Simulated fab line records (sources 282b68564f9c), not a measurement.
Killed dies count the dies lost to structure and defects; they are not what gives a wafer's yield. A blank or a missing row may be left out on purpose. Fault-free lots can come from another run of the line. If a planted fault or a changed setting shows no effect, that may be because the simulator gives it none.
Which tool was responsible? | flow ritCmos | 7 lots with 21 wafers sampled at 2 steps, on a route of 202 steps

== WHAT THE GAUGES READ, wafer by wafer ==
RIT_NWELL_TW_MEAS_10.
lot  | measured    | on           | NWELL_TW
L670 | day 2 02:38 | filmMetro-04 | 2180 2177 2186
L672 | day 2 13:53 | filmMetro-01 | 2118 2104 2106
L674 | day 3 01:04 | filmMetro-03 | 2146 2146 2154
L680 | day 4 05:36 | filmMetro-04 | 2169 2184 2173
L683 | day 4 22:29 | filmMetro-03 | 2008 2004 2007
L687 | day 5 16:45 | filmMetro-01 | 2142 2128 2123
L690 | day 6 06:19 | filmMetro-03 | 2149 2145 2145

== WHICH TOOL RAN EACH LOT (tool, then ch and the chambers of the sampled wafers, then the start) ==
lot  | RIT_NWELL_IMPLANT_08
L670 | implanter-01 ch 0, day 2 02:19
L672 | implanter-03 ch 0, day 2 13:34
L674 | implanter-03 ch 0, day 3 00:44
L680 | implanter-04 ch 0, day 4 05:17
L683 | implanter-04 ch 0, day 4 22:11
L687 | implanter-03 ch 0, day 5 16:26
L690 | implanter-01 ch 0, day 6 05:59
- RIT_NWELL_IMPLANT_08

== THE ANSWER, worked out from the rows above alone ==
Rule: the usual values come from the lots themselves. The widest of any qualifying gaps counts: lots, ordered by their means at a reading, are off when they make up no more than a third of the lots, leave a main group of 4 or more, and stand apart from it by 3 or more times the standard deviation of that group's means. If all means in a main group match to the digits the tables above print for the reading, that group is not used. A lot without any number at a reading at which 4 lots or more have one is off too. Where the step has rows for the other lots, those lots are counted as sound.
Off: L683, seen at RIT_NWELL_TW_MEAS_10 (NWELL_TW). Mean 2149 and standard deviation 25 in the main group.
A tool fits if, at a process step before that reading, it ran every lot that is off, and no sound lot after the first of them. Gauges at RIT_NWELL_TW_MEAS_10: tried the same way as those tools. One candidate fits, namely implanter-04 at RIT_NWELL_IMPLANT_08. Its last sound lot is L680 (day 4 05:17), its first lot that is off L683 (day 4 22:11): a fault that began between those two fits.

== WHAT THE SIMULATOR HAD PUT IN ==
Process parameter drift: implanter-04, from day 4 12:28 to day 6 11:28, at RIT_NWELL_IMPLANT_08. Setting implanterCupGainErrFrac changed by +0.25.
Shown lots that were struck: L683. The rule given above showed the same thing.
